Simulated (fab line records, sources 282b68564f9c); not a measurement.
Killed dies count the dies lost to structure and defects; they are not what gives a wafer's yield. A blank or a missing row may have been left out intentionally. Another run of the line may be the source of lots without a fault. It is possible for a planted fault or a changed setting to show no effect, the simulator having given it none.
What tool caused it? | flow ritCmos | 14 lots, 42 wafers sampled, at 1 step of a route of 202

== WHAT THE GAUGES SHOWED, per wafer ==
The record lacks any reading of a measuring or inspecting step that a usual standard deviation could be used to judge.

== TOOL THAT RAN EACH LOT (tool first, then ch and the chambers of the sampled wafers, then the start) ==
lot  | RIT_SILICIDE_RTA_06
L360 | rtpAnneal-02 ch 0, day 3 12:52
L362 | rtpAnneal-02 ch 0, day 3 18:18
L363 | rtpAnneal-01 ch 0, day 4 02:02
L364 | rtpAnneal-02 ch 0, day 4 05:26
L365 | rtpAnneal-01 ch 0, day 4 09:25
L367 | rtpAnneal-01 ch 0, day 4 16:16
L371 | rtpAnneal-01 ch 0, day 5 21:55
L372 | rtpAnneal-02 ch 0, day 6 07:42
L374 | rtpAnneal-02 ch 0, day 6 13:50
L375 | rtpAnneal-01 ch 0, day 6 16:49
L378 | rtpAnneal-02 ch 0, day 7 08:10
L380 | rtpAnneal-02 ch 0, day 7 12:43
L379 | rtpAnneal-02 ch 0, day 7 12:55
L382 | rtpAnneal-02 ch 0, day 8 01:10
- RIT_SILICIDE_RTA_06: time 10 s, ramp up 5 s, ramp down 10 s.

== WHAT THE TOOLS THEMSELVES READ (means of the sampled wafers that have a number; where no wafer has one, the mark that the record gives instead) ==
RIT_SILICIDE_RTA_06. Usual: 753.8 for wafer_temp_C_max, sd 0.76.
lot  | tool         | wafer_temp_C_max | flag
L360 | rtpAnneal-02 | 753.5            | 
L362 | rtpAnneal-02 | 753.0            | 
L363 | rtpAnneal-01 | 754.8            | 
L364 | rtpAnneal-02 | 753.8            | 
L365 | rtpAnneal-01 | 753.7            | 
L367 | rtpAnneal-01 | 752.9            | 
L371 | rtpAnneal-01 | 741.2            | OFF
L372 | rtpAnneal-02 | 753.5            | 
L374 | rtpAnneal-02 | 753.1            | 
L375 | rtpAnneal-01 | 741.8            | OFF
L378 | rtpAnneal-02 | 753.8            | 
L380 | rtpAnneal-02 | 754.6            | 
L379 | rtpAnneal-02 | 754.0            | 
L382 | rtpAnneal-02 | 754.4            | 

== THE ANSWER, worked out from the rows above alone ==
Rule: a lot counts as off when the mean over its wafers that have a number is more than 3 standard deviations away from the usual mean. A lot without any number at a reading at which 4 lots or more have one is off too. Any other lot the step has rows for is counted as sound. The gauges are gone through in route order, then the tools' own readings, and for those a lot's mean is taken as printed above. At the first step where some lot is off, the reading lying furthest off is the one used; lots without a number count as furthest.
Off: L371, L375, at RIT_SILICIDE_RTA_06 (wafer_temp_C_max).
If a tool, at that step or one of the process steps before it, ran each lot that is off and ran no sound lot following the first of them, it fits. One fits: RIT_SILICIDE_RTA_06 on rtpAnneal-01. A fault onset in the window from L367 (day 4 16:16, its last sound lot) to L371 (day 5 21:55, its first lot off) fits.
The tool's own readings at RIT_SILICIDE_RTA_06 bear it out: on the lots that are off they differ by more than 5 times the standard deviation of the sound lots' means. wafer_temp_C_max reads 741.5 there against 753.8 on the sound lots.

== WHAT HAD BEEN PUT IN BY THE SIMULATOR ==
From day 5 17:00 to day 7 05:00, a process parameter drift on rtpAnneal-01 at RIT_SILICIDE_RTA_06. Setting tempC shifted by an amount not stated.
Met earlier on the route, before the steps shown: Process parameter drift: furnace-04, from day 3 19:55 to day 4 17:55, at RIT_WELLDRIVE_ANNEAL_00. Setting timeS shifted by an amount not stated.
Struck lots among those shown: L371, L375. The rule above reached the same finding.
